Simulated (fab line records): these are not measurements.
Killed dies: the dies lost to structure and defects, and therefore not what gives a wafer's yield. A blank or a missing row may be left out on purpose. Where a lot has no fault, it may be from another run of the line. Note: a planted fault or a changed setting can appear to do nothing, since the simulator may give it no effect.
Comparing a struck lot with a sound one | flow rit-cmos | 16 out of 202 route steps
Sound: wafers L372.4, L372.5, L372.6. Wafers struck: L379.1, L379.4, L379.6. The cause is named last.
For every step that has rows: the tool of each side, followed by ch and its chambers, followed by its first start. Under that, the readings that differ: sound wafers | struck wafers | difference of the means | sigmas: that difference in standard deviations of wafers without a fault.
alike: readings with means less than 2 such deviations apart, plus words and numbers identical on both sides. not compared: withheld readings, readings lacking a value on some wafer, bounds such as >300 that could conceal the same value, and numbers that have no deviation in the record and whose values overlap.
A row with sigmas, a row that says differs or no value, or rows on one side alone: a step with any of these is where the two part. Numbers that have no deviation but don't overlap get no sigmas and don't part them. A reading that every wafer of one side lacks parts them only if that side has two wafers or more.

RIT_ACTIVE_BOW_MEAS_00:
  sound on film-metro-02 at day 1 10:04; struck on film-metro-01 at day 2 21:00
  alike: INCOMING_BOW
then, 1 step without rows for these wafers: RIT_ACTIVE_OXIDATION_01 (target thk 46.8 nm, ox time 3360 s).
RIT_ACTIVE_THK_MEAS_02:
  sound on film-metro-03 at day 1 12:25; struck on film-metro-01 at day 3 00:55
  alike: ACTIVE_OXIDE_THK
then, 1 step without rows for these wafers: RIT_ACTIVE_CVD_03 (deposits Si3N4 from SiH2Cl2/NH3, target thk 150 nm, time 1500 s).
RIT_ACTIVE_THK_MEAS_04:
  sound on film-metro-02 at day 1 14:04; struck on film-metro-03 at day 3 02:23
  alike: ACTIVE_NITRIDE_THK
then, 1 step without rows for these wafers: RIT_ACTIVE_HMDS_05 (prime time 60 s).
RIT_ACTIVE_COAT_06: resist thk 1000 nm.
  sound on litho-track-02 ch 0, day 1 14:19; struck on litho-track-02 ch 0, day 3 02:36
  reading                                     | sound                | struck               | difference | sigmas
  spin-speed-rpm (rpm)                        | 3251.1 3248.8 3249.1 | 2864.3 2865.1 2865.5 | -384.7     | -99 or more
  model.NOVOLAK_of_ACTIVE_COAT_06.thk-nm (nm) | 1001 998.6 1004      | 1063 1065 1064       | +63        |
then, 4 steps without rows for these wafers: RIT_ACTIVE_SOFTBAKE_07 (time 60 s); RIT_ACTIVE_EXPOSE_08 (exposes mask M1, target cd 1400 nm); RIT_ACTIVE_PEB_09; RIT_ACTIVE_DEVELOP_10 (develop time 50 s).
RIT_ACTIVE_CD_MEAS_11: the cd target is 1400 nm.
  sound on cd-sem-01 at day 1 15:08; struck on cd-sem-02 at day 3 03:26
  reading    | sound                | struck               | difference | sigmas
  cd-nm (nm) | 1400.5 1401.5 1401.4 | 1406.9 1406.9 1406.7 | +5.7       | +2
then, 1 step without rows for these wafers: RIT_ACTIVE_HARDBAKE_12 (time 60 s).
RIT_ACTIVE_ETCH_13: etches Si3N4 in SF6, stops on SiO2, time 210 s, target depth 210 nm.
  sound on rie-diel-04 ch 0,1,3, day 1 15:21; struck on rie-diel-04 ch 0,1,2, day 3 03:42
  reading                                     | sound             | struck          | difference | sigmas
  model.NOVOLAK_of_ACTIVE_COAT_06.thk-nm (nm) | 654.9 653.3 660.8 | 711 712.6 714.2 | +56        |
  alike: drypump-motor-current-A, oes-product-au, throttle-valve-pct
  not compared: rf-hours-counter-h
RIT_ACTIVE_STRIP_14: strips in O2, time 180 s.
  sound on plasma-asher-04 ch 0,1, day 1 15:33; struck on plasma-asher-03 ch 0,1, day 3 03:50
  alike: drypump-motor-current-A, o2-flow-sccm
  not compared: rf-hours-counter-h
-- the record jumps here: 2 days lie between the struck wafers' starts before and after (it left off in module ACTIVE and takes up again in module M1, whose first step shown is number 202 of the route) --
RIT_M1_PROBE_99:
  sound on prober-02 at day 3 14:01; struck on prober-01 at day 5 04:56
  reading            | sound | struck | difference | sigmas
  killed-at-contacts | 0 0 0 | 0 2 0  | +1         | +2
  alike: killed_at_M0_to_M3, killed-at-front-end, killed-dies, killed-open, killed-short

== WHERE THEY PART ==
Last at RIT_M1_PROBE_99 as far as this record goes, first at RIT_ACTIVE_COAT_06.

WHY: the cause the simulator had injected
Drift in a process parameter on litho-track-02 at RIT_ACTIVE_COAT_06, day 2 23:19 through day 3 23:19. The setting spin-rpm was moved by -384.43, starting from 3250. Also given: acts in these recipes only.
